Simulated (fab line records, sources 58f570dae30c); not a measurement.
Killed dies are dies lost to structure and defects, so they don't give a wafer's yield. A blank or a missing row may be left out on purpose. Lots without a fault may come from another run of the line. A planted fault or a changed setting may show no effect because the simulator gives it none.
Which tool did it? | flow berkeley_cmos170 | 7 lots, 21 wafers sampled, at 3 steps of a route of 331

WHAT THE GAUGES READ, wafer by wafer
UCB170_V1_THK_MEAS_04.
lot  | measured     | on            | V1_POLISHED_THK (nm)
L667 | day 7 09:35  | film_metro-02 | 999.2 1000.1 999.6
L671 | day 8 09:59  | film_metro-04 | 1000.6 997.6 998.5
L674 | day 9 04:58  | film_metro-03 | 1000.5 998.5 999.5
L677 | day 10 00:54 | film_metro-04 | 998.9 999.0 998.7
L683 | day 11 05:46 | film_metro-03 | 1251.3 1252.2 1250.4
L688 | day 11 15:45 | film_metro-04 | 1001.0 999.9 999.5
L689 | day 11 18:02 | film_metro-03 | 1000.2 1001.2 1001.2

WHICH TOOL RAN EACH LOT (tool, then ch and the chambers of the sampled wafers, then the start)
lot  | UCB170_BACKSIDE_STRIP_03             | UCB170_V1_CMP_02
L667 | plasma_asher-02 ch 0,1, day 6 18:07  | cmp-02 ch 0,1, day 7 09:09
L671 | plasma_asher-02 ch 0,1, day 7 21:12  | cmp-02 ch 0,1, day 8 09:35
L674 | plasma_asher-01 ch 0,1, day 8 14:41  | cmp-01 ch 0,2, day 9 04:35
L677 | plasma_asher-02 ch 0,1, day 9 09:16  | cmp-02 ch 0,2,3, day 10 00:28
L683 | plasma_asher-01 ch 0,1, day 10 08:04 | cmp-02 ch 0,1,3, day 11 05:20
L688 | plasma_asher-02 ch 0,1, day 11 04:01 | cmp-01 ch 1,2,3, day 11 15:20
L689 | plasma_asher-02 ch 1, day 11 04:28   | cmp-01 ch 1,3, day 11 17:37
- UCB170_BACKSIDE_STRIP_03: strips in O2.
- UCB170_V1_CMP_02: polishes SiO2.

THE ANSWER, worked out from the rows above alone
Rule: what is usual is taken from the lots themselves. Put in order of their means at a reading, lots are off if they are a third of the lots or fewer, leave a main group of 4 or more, and stand apart from it by a gap of 3 or more times the standard deviation of the main group's means; of several such gaps the widest counts. A main group whose means are all the same, to the digits that the tables above print for the reading, isn't used. A lot without any number at a reading at which 4 lots or more have one is off too. The other lots that the step has rows for count as sound.
Off: L683, at UCB170_V1_THK_MEAS_04 (V1_POLISHED_THK). The main group: mean 999.6 nm, standard deviation 0.7.
A tool fits if, at a process step before that reading, it ran every lot that is off, and no sound lot after the first of them. The gauges at UCB170_V1_THK_MEAS_04 are tried like those tools. Can't be told from this: 2 tools fit, plasma_asher-01 at UCB170_BACKSIDE_STRIP_03, cmp-02 at UCB170_V1_CMP_02.

WHAT THE SIMULATOR HAD PUT IN
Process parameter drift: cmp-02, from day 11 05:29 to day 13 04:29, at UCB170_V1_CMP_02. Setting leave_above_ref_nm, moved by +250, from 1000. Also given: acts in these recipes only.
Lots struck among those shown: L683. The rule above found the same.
